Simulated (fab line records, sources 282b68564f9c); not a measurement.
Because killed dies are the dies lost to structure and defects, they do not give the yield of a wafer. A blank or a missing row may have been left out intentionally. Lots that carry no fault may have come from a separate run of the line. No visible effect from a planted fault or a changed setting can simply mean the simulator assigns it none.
Split-lot study || flow rit_cmos || on a route of 202 steps: 5 lots, 23 wafers read

## THE SPLIT
At RIT_GATE_EXPOSE_13 (exposes mask M6, target cd 150 nm), the setting dose_mj was moved away from the recipe's 380 on 4 of the 23 wafers read, by -4.3% to +5.0%. All remaining wafers had this setting at the recipe value.

## FROM THE SPLIT TO THE READING: what the file shows between them, 5 steps
- RIT_GATE_PEB_14
- RIT_GATE_DEVELOP_15: develop time 50 s
- RIT_GATE_CD_MEAS_16: target cd 150 nm
- RIT_GATE_ETCH_19: etches poly-Si in SF6/CHF3/O2, stops on SiO2, time 165 s, target depth 312.5 nm (also split here: rf_w)
- RIT_GATE_STRIP_20: strips in O2, time 180 s

## THE READING
At RIT_GATE_CD_MEAS_90: cd_nm in nanometres, against a target cd of 150 nm. On this fab line, fault-free wafers typically give 149.0 nm with a standard deviation of 2.3 nm.

{"wafer": "L074.2", "tool, chamber at the split": "iline_stepper-02, 0", "dose_mj as run": 380, "against the recipe": "recipe", "cd_nm, nm": 149.5, "against lot-mates on the recipe": "-"}
{"wafer": "L074.3", "tool, chamber at the split": "iline_stepper-02, 0", "dose_mj as run": 380, "against the recipe": "recipe", "cd_nm, nm": 149.4, "against lot-mates on the recipe": "-"}
{"wafer": "L074.4", "tool, chamber at the split": "iline_stepper-02, 0", "dose_mj as run": 380, "against the recipe": "recipe", "cd_nm, nm": 147.5, "against lot-mates on the recipe": "-"}
{"wafer": "L074.5", "tool, chamber at the split": "iline_stepper-02, 0", "dose_mj as run": 380, "against the recipe": "recipe", "cd_nm, nm": 148.5, "against lot-mates on the recipe": "-"}
{"wafer": "L074.6", "tool, chamber at the split": "iline_stepper-02, 0", "dose_mj as run": 380, "against the recipe": "recipe", "cd_nm, nm": 148.9, "against lot-mates on the recipe": "-"}
{"wafer": "L076.1", "tool, chamber at the split": "iline_stepper-02, 0", "dose_mj as run": 380, "against the recipe": "recipe", "cd_nm, nm": 153.2, "against lot-mates on the recipe": "-"}
{"wafer": "L076.4", "tool, chamber at the split": "iline_stepper-02, 0", "dose_mj as run": 380, "against the recipe": "recipe", "cd_nm, nm": 152.7, "against lot-mates on the recipe": "-"}
{"wafer": "L076.5", "tool, chamber at the split": "iline_stepper-02, 0", "dose_mj as run": 380, "against the recipe": "recipe", "cd_nm, nm": 153.9, "against lot-mates on the recipe": "-"}
{"wafer": "L079.1", "tool, chamber at the split": "iline_stepper-02, 0", "dose_mj as run": 380, "against the recipe": "recipe", "cd_nm, nm": 146.6, "against lot-mates on the recipe": "-"}
{"wafer": "L079.2", "tool, chamber at the split": "iline_stepper-02, 0", "dose_mj as run": 363.8, "against the recipe": "-4.3%", "cd_nm, nm": 170.5, "against lot-mates on the recipe": "+23.9"}
{"wafer": "L079.3", "tool, chamber at the split": "iline_stepper-02, 0", "dose_mj as run": 363.8, "against the recipe": "-4.3%", "cd_nm, nm": 172.2, "against lot-mates on the recipe": "+25.6"}
{"wafer": "L079.5", "tool, chamber at the split": "iline_stepper-02, 0", "dose_mj as run": 380, "against the recipe": "recipe", "cd_nm, nm": 147.0, "against lot-mates on the recipe": "-"}
{"wafer": "L079.6", "tool, chamber at the split": "iline_stepper-02, 0", "dose_mj as run": 380, "against the recipe": "recipe", "cd_nm, nm": 146.2, "against lot-mates on the recipe": "-"}
{"wafer": "L080.2", "tool, chamber at the split": "iline_stepper-02, 0", "dose_mj as run": 398.9, "against the recipe": "+5.0%", "cd_nm, nm": 122.6, "against lot-mates on the recipe": -25.5}
{"wafer": "L080.3", "tool, chamber at the split": "iline_stepper-02, 0", "dose_mj as run": 380, "against the recipe": "recipe", "cd_nm, nm": 147.9, "against lot-mates on the recipe": "-"}
{"wafer": "L080.4", "tool, chamber at the split": "iline_stepper-02, 0", "dose_mj as run": 380, "against the recipe": "recipe", "cd_nm, nm": 148.5, "against lot-mates on the recipe": "-"}
{"wafer": "L080.5", "tool, chamber at the split": "iline_stepper-02, 0", "dose_mj as run": 380, "against the recipe": "recipe", "cd_nm, nm": 147.8, "against lot-mates on the recipe": "-"}
{"wafer": "L080.6", "tool, chamber at the split": "iline_stepper-02, 0", "dose_mj as run": 398.9, "against the recipe": "+5.0%", "cd_nm, nm": 123.1, "against lot-mates on the recipe": -25.0}
{"wafer": "L085.1", "tool, chamber at the split": "iline_stepper-01, 0", "dose_mj as run": 380, "against the recipe": "recipe", "cd_nm, nm": 149.6, "against lot-mates on the recipe": "-"}
{"wafer": "L085.2", "tool, chamber at the split": "iline_stepper-01, 0", "dose_mj as run": 380, "against the recipe": "recipe", "cd_nm, nm": 145.5, "against lot-mates on the recipe": "-"}
{"wafer": "L085.3", "tool, chamber at the split": "iline_stepper-01, 0", "dose_mj as run": 380, "against the recipe": "recipe", "cd_nm, nm": 146.5, "against lot-mates on the recipe": "-"}
{"wafer": "L085.4", "tool, chamber at the split": "iline_stepper-01, 0", "dose_mj as run": 380, "against the recipe": "recipe", "cd_nm, nm": 148.0, "against lot-mates on the recipe": "-"}
{"wafer": "L085.6", "tool, chamber at the split": "iline_stepper-01, 0", "dose_mj as run": 380, "against the recipe": "recipe", "cd_nm, nm": 146.7, "against lot-mates on the recipe": "-"}

THE FIT
A straight line over all 23 wafers: cd_nm changes by -5.25 nm for each +1% of dose_mj; r = -0.98; the points scatter about the line by 2.2 nm.
The same after taking each lot's own level away (the mean of its wafers on the recipe; 23 wafers): -5.39 nm for each +1%; r = -1.00; scatter 1.1 nm.
The reading moves by 27 nm for the largest change in dose_mj, on that fit.
The span of the lots' own levels, 146.60 to 153.27 nm, comes to 2.9 times the standard deviation stated above.
Consequently the slope shifts little with the lot-to-lot level, the two slopes agreeing.
Check: with one of the wafers moved furthest among these (+5.0%) left out of the fit, the line predicts -27 nm for it against its lot-mates. Against them it came out at -25.5 nm.

## THESE WAFERS: OTHER SPLITS
Before the reading, these wafers also passed through other splits. Each is held against what the fit with the lots' levels taken away leaves over:
{"other split on the same wafers": "RIT_ACTIVE_COAT_06 resist_thk_nm", "wafers away from the commonest value": 4, "r with cd_nm (lot level and that fit taken away)": -0.01}
{"other split on the same wafers": "RIT_ACTIVE_ETCH_13 over_etch_frac", "wafers away from the commonest value": 5, "r with cd_nm (lot level and that fit taken away)": -0.07}
{"other split on the same wafers": "RIT_NWELL_IMPLANT_08 energy_kev", "wafers away from the commonest value": 11, "r with cd_nm (lot level and that fit taken away)": -0.12}
{"other split on the same wafers": "RIT_PWELL_IMPLANT_08 dose_cm2", "wafers away from the commonest value": 5, "r with cd_nm (lot level and that fit taken away)": "+0.32"}
{"other split on the same wafers": "RIT_GATE_ETCH_19 rf_w", "wafers away from the commonest value": 10, "r with cd_nm (lot level and that fit taken away)": -0.16}

## THE WHOLE CHAIN: every reading that the file lists as answering this split, in the file's order
{"step": "RIT_GATE_CD_MEAS_16", "what it does": "target cd 150 nm", "reading": "cd_nm", "change (the file's fit)": "-5.45 nm for each +1% of the setting", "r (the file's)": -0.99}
{"step": "RIT_GATE_ETCH_19", "what it does": "etches poly-Si in SF6/CHF3/O2, stops on SiO2, time 165 s, target depth 312.5 nm", "reading": "GATE.cd_nm (the simulator's own value, which no gauge read)", "change (the file's fit)": "-5.37 nm for each +1% of the setting", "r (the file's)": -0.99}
{"step": "RIT_GATE_CD_MEAS_90", "what it does": "target cd 150 nm", "reading": "cd_nm", "change (the file's fit)": "-5.38 nm for each +1% of the setting", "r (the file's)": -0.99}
{"step": "RIT_M1_PROBE_99", "what it does": "", "reading": "etest.pmos_turned.r_on_ohm_um (the simulator's own value, which no gauge read)", "change (the file's fit)": "-117 for each +1% of the setting", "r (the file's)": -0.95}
{"step": "RIT_M1_PROBE_99", "what it does": "", "reading": "etest.pmos_0p15.r_on_ohm_um (the simulator's own value, which no gauge read)", "change (the file's fit)": "-120 for each +1% of the setting", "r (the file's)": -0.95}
{"step": "RIT_M1_PROBE_99", "what it does": "", "reading": "etest.nmos_0p15.r_on_ohm_um (the simulator's own value, which no gauge read)", "change (the file's fit)": "-35.7 for each +1% of the setting", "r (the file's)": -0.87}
{"step": "RIT_M1_PROBE_99", "what it does": "", "reading": "etest.nmos_0p15.drive_ua_um (the simulator's own value, which no gauge read)", "change (the file's fit)": "+21.3 for each +1% of the setting", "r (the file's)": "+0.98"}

## THE FILE'S OWN FIT
cd_nm changes by -5.38 nm for each +1% of dose_mj, r = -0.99.
